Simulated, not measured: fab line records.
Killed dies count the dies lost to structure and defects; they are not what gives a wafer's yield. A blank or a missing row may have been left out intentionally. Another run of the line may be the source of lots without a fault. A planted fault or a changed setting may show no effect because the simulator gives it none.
8D (eight disciplines) problem report, filled in by code || flow rit-cmos || the parts of the form that need people (team, actions taken, sign-off) are left out

## 1. WHAT IS WRONG
Mean GATE_OVL at RIT_GATE_OVL_MEAS_17: -150.1 nm over 9 wafers in 3 lots; fault-free wafers: 0.1 nm, standard deviation 1.2. So: -99 or more standard deviations from the usual mean.
Earliest sighting: wafer L332.2 on overlay-01 at day 4 04:17. At this step, 39 wafers from 13 lots have a number in the record. The rule behind "out" and "out of limits": a value lying over 4 standard deviations away from the usual mean. The other wafers with a number count as sound.

## 2. WHAT IT IS, AND WHAT IT ISN'T
{"question": "which readings at this step", "is": "GATE_OVL", "is not": "-"}
{"question": "which lots", "is": "L332, L333, L335", "is not": "L325, L326, L327, L328, L329, L331, L338, L340, L341, L343"}
{"question": "which wafers of those lots", "is": "all that have a number", "is not": "-"}
{"question": "read on which gauges", "is": "overlay-01, overlay-02", "is not": "-"}
{"question": "when", "is": "from day 4 04:17", "is not": "up to then (18 sound wafers); but 12 sound wafers of L338, L340, L341, L343 came after"}

## 3. SUSPECTS, AND WHAT RULES EACH OUT
Counting: a tool at any process step up to the reading remains a suspect when it ran all the lots that are out and ran no sound lot after the first of those.
- the gauge at RIT_GATE_OVL_MEAS_17 has been ruled out. 2 gauges (overlay-01, overlay-02) read the wafers that are out.
- iline-stepper-01 at RIT_GATE_EXPOSE_13 (exposes mask M6, target cd 150 nm): kept. It ran every lot that is out, first L332 (day 4 03:47), and no sound lot after that; its last sound lot up to then is L328 (day 3 08:29).
The count leaves iline-stepper-01 at RIT_GATE_EXPOSE_13.

## 4. THE CAUSE (what the simulator had put in)
Scanner matching overlay: iline-stepper-01, from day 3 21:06 on, at RIT_GATE_EXPOSE_13. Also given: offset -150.
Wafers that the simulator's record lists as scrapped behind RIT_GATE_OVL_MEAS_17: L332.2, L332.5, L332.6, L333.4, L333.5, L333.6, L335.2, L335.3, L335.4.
This tool alone remained once counting was done.

## 5. THE CHAIN OF EFFECTS, in route order
Rows list readings where the struck wafers' mean (over those with a number) sits beyond 3 standard deviations from the usual. Only readings whose record carries a usual standard deviation are examined. hours: median over the lots of the time between each lot's start at the first step of this table that gives one and its start at this step. sigmas: the change, counted in usual standard deviations.
{"hours": 0, "step": "RIT_GATE_OVL_MEAS_17", "reading": "GATE_OVL", "usual": "0.1 nm", "on struck wafers": -150.1, "change": -150.2, "sigmas": "-99 or more"}

## 6. WHAT WOULD HAVE CAUGHT IT SOONER
The first out-of-limits reading at a measuring or inspecting step in this record came at day 4 04:17, 7 hours after the fault's start at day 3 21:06.
An alarm limit of 4 standard deviations would not have fired on the tool readings at RIT_GATE_EXPOSE_13 for which the record gives a usual standard deviation, since none of them was out on any struck wafer.
Lots out: 3; of these, L333, L335 started RIT_GATE_EXPOSE_13 on iline-stepper-01 after day 4 04:17. A hold on the tool at that time would have spared those 2.
